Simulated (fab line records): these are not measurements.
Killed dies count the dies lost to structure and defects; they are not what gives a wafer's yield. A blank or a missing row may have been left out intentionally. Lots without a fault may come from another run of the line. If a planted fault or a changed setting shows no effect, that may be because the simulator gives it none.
Comparing a struck lot with a sound one	flow rit_cmos	28 out of 202 route steps
Sound: the wafers L734.3, L734.5, L734.6. Struck: wafers L747.1, L747.3, L747.4. The cause is given at the end.
Each step with rows lists, per side, the tool, then ch with its chambers, then its first start. Under that, the readings that differ: sound wafers	struck wafers	difference of the means	sigmas: that difference in standard deviations of wafers without a fault.
alike: readings whose means differ by less than 2 such deviations, and words and numbers that are the same on both sides. not compared: withheld readings, readings that some wafer has no value for, bounds like >300 that may hide the same value, and numbers for which the record gives no deviation and whose values overlap.
Wherever a step has rows on one side only, a row that says differs or no value, or a row with sigmas, the two part there. Numbers that have no deviation but don't overlap get no sigmas and don't part them. A reading that every wafer of one side lacks parts them only if that side has two wafers or more.

RIT_ACTIVE_BOW_MEAS_00:
  sound: film_metro-03 at day 2 06:02; struck: film_metro-03 at day 4 23:00
  alike: INCOMING_BOW
RIT_ACTIVE_OXIDATION_01: target thk 46.8 nm, ox time 3360 s.
  sound on furnace-04 ch 0, day 2 06:07; struck on furnace-04 ch 0, day 4 23:54
reading	sound	struck	difference	sigmas
model.SiO2_of_ACTIVE_OXIDATION_01.thk_nm (nm)	46.94 46.96 47.66	45.62 44.36 42.45	-3.04	
  alike: spike_tc_load_C
RIT_ACTIVE_THK_MEAS_02:
  sound: film_metro-03 at day 2 08:04; struck: film_metro-03 at day 5 01:50
reading	sound	struck	difference	sigmas
ACTIVE_OXIDE_THK (nm)	46.9 46.9 47.7	45.6 44.4 42.5	-3.0	-4
then, 1 step without rows for these wafers: RIT_ACTIVE_CVD_03 (deposits Si3N4 from SiH2Cl2/NH3, target thk 150 nm, time 1500 s).
RIT_ACTIVE_THK_MEAS_04:
  sound: film_metro-03 at day 2 09:33; struck: film_metro-03 at day 5 04:01
  alike: ACTIVE_NITRIDE_THK
then, 6 steps without rows for these wafers: RIT_ACTIVE_HMDS_05 (prime time 60 s); RIT_ACTIVE_COAT_06 (resist thk 1000 nm); RIT_ACTIVE_SOFTBAKE_07 (time 60 s); RIT_ACTIVE_EXPOSE_08 (exposes mask M1, target cd 1400 nm); RIT_ACTIVE_PEB_09; RIT_ACTIVE_DEVELOP_10 (develop time 50 s).
RIT_ACTIVE_CD_MEAS_11: target cd 1400 nm.
  sound: cd_sem-02 at day 2 10:29; struck: cd_sem-02 at day 5 04:56
  alike: cd_nm
then, 1 step without rows for these wafers: RIT_ACTIVE_HARDBAKE_12 (time 60 s).
RIT_ACTIVE_ETCH_13: etches Si3N4 in SF6, stops on SiO2, time 210 s, target depth 210 nm.
  sound on rie_diel-04 ch 1,2,3, day 2 10:43; struck on rie_diel-01 ch 0,1,3, day 5 05:12
  alike: drypump_motor_current_A, oes_product_au, throttle_valve_pct
  not compared: rf_hours_counter_h
RIT_ACTIVE_STRIP_14: strips in O2, time 180 s.
  sound on plasma_asher-03 ch 0,1, day 2 10:54; struck on plasma_asher-01 ch 0,1, day 5 05:20
  alike: drypump_motor_current_A
  not compared: rf_hours_counter_h
RIT_ACTIVE_CD_MEAS_90: target cd 1400 nm.
  sound: cd_sem-01 at day 2 11:04; struck: cd_sem-01 at day 5 05:31
  alike: cd_nm
then, 4 steps without rows for these wafers: RIT_ACTIVE_CLEAN_15 (cleans in SC1, time 600 s); RIT_ACTIVE_CLEAN_16 (cleans in dHF, time 30 s); RIT_ACTIVE_CLEAN_17 (cleans in SC2, time 600 s); RIT_FOX1_OXIDATION_00 (target thk 350.7 nm, ox time 1130 s).
RIT_FOX1_THK_MEAS_01:
  sound: film_metro-04 at day 2 14:46; struck: film_metro-04 at day 5 07:19
  alike: FOX1_OXIDE_THK
then, 2 steps without rows for these wafers: RIT_FOX1_WET_ETCH_02 (etches SiO2 in BOE, target depth 350 nm, time 390 s); RIT_FOX2_OXIDATION_00 (target thk 350.7 nm, ox time 1130 s).
RIT_FOX2_THK_MEAS_01:
  sound: film_metro-04 at day 2 16:16; struck: film_metro-03 at day 5 08:48
  alike: FOX2_OXIDE_THK
then, 1 step without rows for these wafers: RIT_FOX2_CLEAN_02 (cleans in dHF, time 180 s).
RIT_FOX2_WET_ETCH_03: etches Si3N4 in H3PO4, target depth 195 nm, time 2700 s.
  sound on wet_bench-02 ch 1, day 2 16:22; struck on wet_bench-04 ch 1, day 5 08:55
  alike: temp_c
  not compared: model.SiO2_of_ACTIVE_OXIDATION_01.thk_nm
RIT_FOX2_THK_MEAS_90:
  sound: film_metro-04 at day 2 17:13; struck: film_metro-04 at day 5 09:41
  alike: FIELD_OXIDE_LEFT_1_THK
RIT_M1_PROBE_99:
  sound: prober-01 at day 4 11:18; struck: prober-01 at day 7 00:34
reading	sound	struck	difference	sigmas
model.etest.pldd.width_nm (nm)	3151 3175 3159	3190 3191 3216	+37	
model.etest.nldd.width_nm (nm)	3166 3170 3151	3182 3189 3212	+32	
model.etest.nmos_narrow.drive_ua_um	219.8 221.1 216.1	228.6 232 237.8	+13.8	
  alike: killed_at_contacts, killed_at_front_end, killed_dies, killed_open, killed_short
  not compared: model.etest.pplus_sal.width_nm, model.etest.nplus_sal.width_nm, model.etest.pmos_narrow.drive_ua_um

== WHERE THEY PART ==
Within this record, at RIT_ACTIVE_THK_MEAS_02 only. Later steps at which nothing parts them and some readings are alike: RIT_ACTIVE_THK_MEAS_04, RIT_ACTIVE_CD_MEAS_11, RIT_ACTIVE_ETCH_13, RIT_ACTIVE_STRIP_14, RIT_ACTIVE_CD_MEAS_90, RIT_FOX1_THK_MEAS_01, RIT_FOX2_THK_MEAS_01, RIT_FOX2_WET_ETCH_03, RIT_FOX2_THK_MEAS_90, RIT_M1_PROBE_99.

WHY: what the simulator had put in
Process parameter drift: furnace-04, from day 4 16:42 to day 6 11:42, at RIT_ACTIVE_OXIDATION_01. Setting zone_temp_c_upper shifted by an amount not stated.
